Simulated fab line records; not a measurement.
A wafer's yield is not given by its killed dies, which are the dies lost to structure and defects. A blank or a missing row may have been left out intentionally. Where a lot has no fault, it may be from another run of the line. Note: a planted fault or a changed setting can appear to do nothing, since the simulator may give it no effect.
Which tool is to blame? | flow berkeley cmos170 | 14 lots, 42 wafers sampled, at 5 steps of a route of 331

== WHAT EACH GAUGE READ, for each wafer ==
UCB170_NVT_OVL_MEAS_06.
lot  | measured     | on         | NVT_OVL (nm)
L259 | day 4 21:37  | overlay-02 | -4 2 -8
L262 | day 5 21:32  | overlay-02 | -2 -7 -3
L264 | day 6 06:12  | overlay-02 | -14 -8 -10
L265 | day 6 15:56  | overlay-02 | -2 2 -1
L266 | day 7 03:39  | overlay-02 | 2 -2 -2
L267 | day 7 03:59  | overlay-01 | -4 -5 -2
L268 | day 7 15:28  | overlay-01 | -5 -6 0
L269 | day 7 19:28  | overlay-02 | -7 1 -7
L270 | day 8 05:27  | overlay-02 | -6 5 -2
L273 | day 8 05:35  | overlay-02 | -5 -5 -8
L272 | day 8 05:31  | overlay-01 | 3 -5 -1
L275 | day 9 00:11  | overlay-02 | -1 1 0
L277 | day 9 15:24  | overlay-02 | -14 -6 -3
L281 | day 10 03:20 | overlay-01 | -2 0 -1

UCB170_NVT_TW_MEAS_09.
lot  | measured     | on            | NVT_TW
L259 | day 4 21:55  | film metro-04 | 534 533 535
L262 | day 5 21:49  | film metro-03 | 520 517 520
L264 | day 6 06:29  | film metro-02 | 517 519 522
L265 | day 6 16:13  | film metro-04 | 538 536 536
L266 | day 7 03:56  | film metro-03 | 523 521 521
L267 | day 7 04:16  | film metro-03 | 520 524 520
L268 | day 7 15:44  | film metro-03 | 520 520 517
L269 | day 7 19:45  | film metro-03 | 520 524 522
L270 | day 8 05:44  | film metro-04 | 536 535 537
L273 | day 8 05:53  | film metro-04 | 535 536 534
L272 | day 8 05:49  | film metro-03 | 518 520 519
L275 | day 9 00:28  | film metro-02 | 514 514 512
L277 | day 9 15:41  | film metro-03 | 598 596 595
L281 | day 10 03:37 | film metro-04 | 613 613 610

== TOOL THAT RAN EACH LOT (tool first, then ch and the chambers of the sampled wafers, then the start) ==
lot  | UCB170_NWELL_STRIP_15               | UCB170_ACTIVE_ETCH_15             | UCB170_NVT_IMPLANT_07
L259 | plasma asher-03 ch 0,1, day 2 05:16 | rie diel-04 ch 0,2,3, day 3 17:29 | implanter-02 ch 0, day 4 21:41
L262 | plasma asher-04 ch 0,1, day 2 17:47 | rie diel-04 ch 0,1,2, day 4 16:31 | implanter-02 ch 0, day 5 21:37
L264 | plasma asher-01 ch 0,1, day 3 05:53 | rie diel-04 ch 2,3, day 4 23:27   | implanter-02 ch 0, day 6 06:14
L265 | plasma asher-04 ch 0,1, day 3 11:58 | rie diel-01 ch 1,2,3, day 5 07:46 | implanter-02 ch 0, day 6 15:58
L266 | plasma asher-04 ch 0,1, day 3 20:31 | rie diel-03 ch 1,2,3, day 5 19:15 | implanter-03 ch 0, day 7 03:41
L267 | plasma asher-03 ch 0,1, day 3 20:40 | rie diel-01 ch 0,1,3, day 5 19:01 | implanter-04 ch 0, day 7 04:01
L268 | plasma asher-03 ch 0,1, day 4 05:01 | rie diel-01 ch 2,3, day 6 05:38   | implanter-03 ch 0, day 7 15:29
L269 | plasma asher-04 ch 0, day 4 13:16   | rie diel-01 ch 1,2,3, day 6 10:50 | implanter-02 ch 0, day 7 19:31
L270 | plasma asher-01 ch 0,1, day 4 17:41 | rie diel-04 ch 0,1, day 6 16:57   | implanter-04 ch 0, day 8 05:31
L273 | plasma asher-04 ch 0, day 5 01:22   | rie diel-03 ch 0,1,3, day 6 20:21 | implanter-02 ch 0, day 8 05:38
L272 | plasma asher-03 ch 0,1, day 5 01:40 | rie diel-04 ch 0,1, day 6 20:04   | implanter-03 ch 0, day 8 05:36
L275 | plasma asher-01 ch 0,1, day 5 13:18 | rie diel-01 ch 0,1,2, day 7 13:55 | implanter-02 ch 0, day 9 00:15
L277 | plasma asher-01 ch 1, day 6 03:43   | rie diel-04 ch 1,2, day 8 07:47   | implanter-04 ch 0, day 9 15:27
L281 | plasma asher-03 ch 0,1, day 7 00:05 | rie diel-04 ch 2,3, day 8 22:13   | implanter-04 ch 0, day 10 03:22
- UCB170_NWELL_STRIP_15: strips in O2.
- UCB170_ACTIVE_ETCH_15: etches Si3N4 in CH3F/Ar/O2, stops on SiO2, target depth 242 nm, time 151 s.
- UCB170_NVT_IMPLANT_07

== WHAT THE TOOLS THEMSELVES READ (means of the sampled wafers that have a number; where no wafer has one, the mark that the record gives instead) ==
UCB170_NWELL_STRIP_15.
lot  | tool            | drypump motor current A (A) | oes product au (a.u.) | strip time to endpoint s (s)
L259 | plasma asher-03 | 6.0                         | 0.718                 | 18.21
L262 | plasma asher-04 | 5.4                         | 0.716                 | 18.14
L264 | plasma asher-01 | 5.8                         | 0.726                 | 18.35
L265 | plasma asher-04 | 5.4                         | 0.724                 | 18.25
L266 | plasma asher-04 | 5.1                         | 0.718                 | 18.15
L267 | plasma asher-03 | 6.1                         | 0.721                 | 18.17
L268 | plasma asher-03 | 6.1                         | 0.721                 | 18.22
L269 | plasma asher-04 | 5.8                         | 0.722                 | 18.10
L270 | plasma asher-01 | 5.5                         | 0.716                 | 18.19
L273 | plasma asher-04 | 5.8                         | 0.724                 | 18.07
L272 | plasma asher-03 | 6.0                         | 0.721                 | 18.11
L275 | plasma asher-01 | 5.8                         | 0.720                 | 17.94
L277 | plasma asher-01 | 6.1                         | 0.719                 | 18.19
L281 | plasma asher-03 | 6.1                         | 0.725                 | 18.15

UCB170_ACTIVE_ETCH_15.
lot  | tool        | drypump motor current A (A) | oes product au (a.u.) | throttle valve pct (%)
L259 | rie diel-04 | 5.4                         | 0.941                 | 8.04
L262 | rie diel-04 | 5.6                         | 0.944                 | 8.12
L264 | rie diel-04 | 5.5                         | 0.954                 | 8.08
L265 | rie diel-01 | 5.8                         | 0.950                 | 8.10
L266 | rie diel-03 | 6.0                         | 0.963                 | 8.05
L267 | rie diel-01 | 5.7                         | 0.951                 | 8.06
L268 | rie diel-01 | 5.7                         | 0.947                 | 8.11
L269 | rie diel-01 | 5.8                         | 0.945                 | 8.11
L270 | rie diel-04 | 5.5                         | 0.947                 | 8.08
L273 | rie diel-03 | 5.9                         | 0.956                 | 8.06
L272 | rie diel-04 | 5.7                         | 0.943                 | 8.13
L275 | rie diel-01 | 5.7                         | 0.943                 | 8.07
L277 | rie diel-04 | 5.8                         | 0.945                 | 8.16
L281 | rie diel-04 | 5.4                         | 0.953                 | 8.01

UCB170_NVT_IMPLANT_07.
lot  | tool         | dose ions cm2 | end station pressure torr (Torr) | faraday current uA
L259 | implanter-02 | 2.996e+12     | 4.92e-06                         | 9.46
L262 | implanter-02 | 3.003e+12     | 5.17e-06                         | 9.67
L264 | implanter-02 | 2.999e+12     | 4.97e-06                         | 9.40
L265 | implanter-02 | 3.001e+12     | 5.21e-06                         | 9.33
L266 | implanter-03 | 3.003e+12     | 5.25e-06                         | 9.54
L267 | implanter-04 | 3.003e+12     | 4.96e-06                         | 9.59
L268 | implanter-03 | 2.999e+12     | 4.81e-06                         | 9.42
L269 | implanter-02 | 3.000e+12     | 4.90e-06                         | 9.52
L270 | implanter-04 | 3.001e+12     | 5.12e-06                         | 9.52
L273 | implanter-02 | 3.001e+12     | 4.99e-06                         | 9.54
L272 | implanter-03 | 2.998e+12     | 5.22e-06                         | 9.60
L275 | implanter-02 | 2.996e+12     | 5.15e-06                         | 9.41
L277 | implanter-04 | 4.607e+12     | 5.19e-06                         | 14.44
L281 | implanter-04 | 4.610e+12     | 4.88e-06                         | 14.42

== THE ANSWER, worked out from the rows above alone ==
Rule: the usual values come from the lots themselves. The widest of any qualifying gaps counts: lots, ordered by their means at a reading, are off when they make up no more than a third of the lots, leave a main group of 4 or more, and stand apart from it by 3 or more times the standard deviation of that group's means. A main group is skipped when, at the precision printed for the reading in the tables above, its means are all equal. A lot without any number at a reading at which 4 lots or more have one is off too. The other lots that the step has rows for count as sound. First the gauges in route order, then the tools' own readings, where a lot's mean is used as printed above. At the first step where some lot is off, the reading lying furthest off is the one used; lots without a number count as furthest.
Off: L277, L281, at UCB170_NVT_TW_MEAS_09 (NVT_TW). Mean 525 and standard deviation 7.9 in the main group.
A tool fits if, at a process step before that reading, it ran every lot that is off, and no sound lot after the first of them. Not tried: the gauges at UCB170_NVT_TW_MEAS_09; whatever is off there is also off at UCB170_NVT_IMPLANT_07, on other tools, and gauge error can't account for it. Undecided on this evidence; 2 tools fit (rie diel-04 at UCB170_ACTIVE_ETCH_15, implanter-04 at UCB170_NVT_IMPLANT_07).

== WHAT THE SIMULATOR PUT IN ==
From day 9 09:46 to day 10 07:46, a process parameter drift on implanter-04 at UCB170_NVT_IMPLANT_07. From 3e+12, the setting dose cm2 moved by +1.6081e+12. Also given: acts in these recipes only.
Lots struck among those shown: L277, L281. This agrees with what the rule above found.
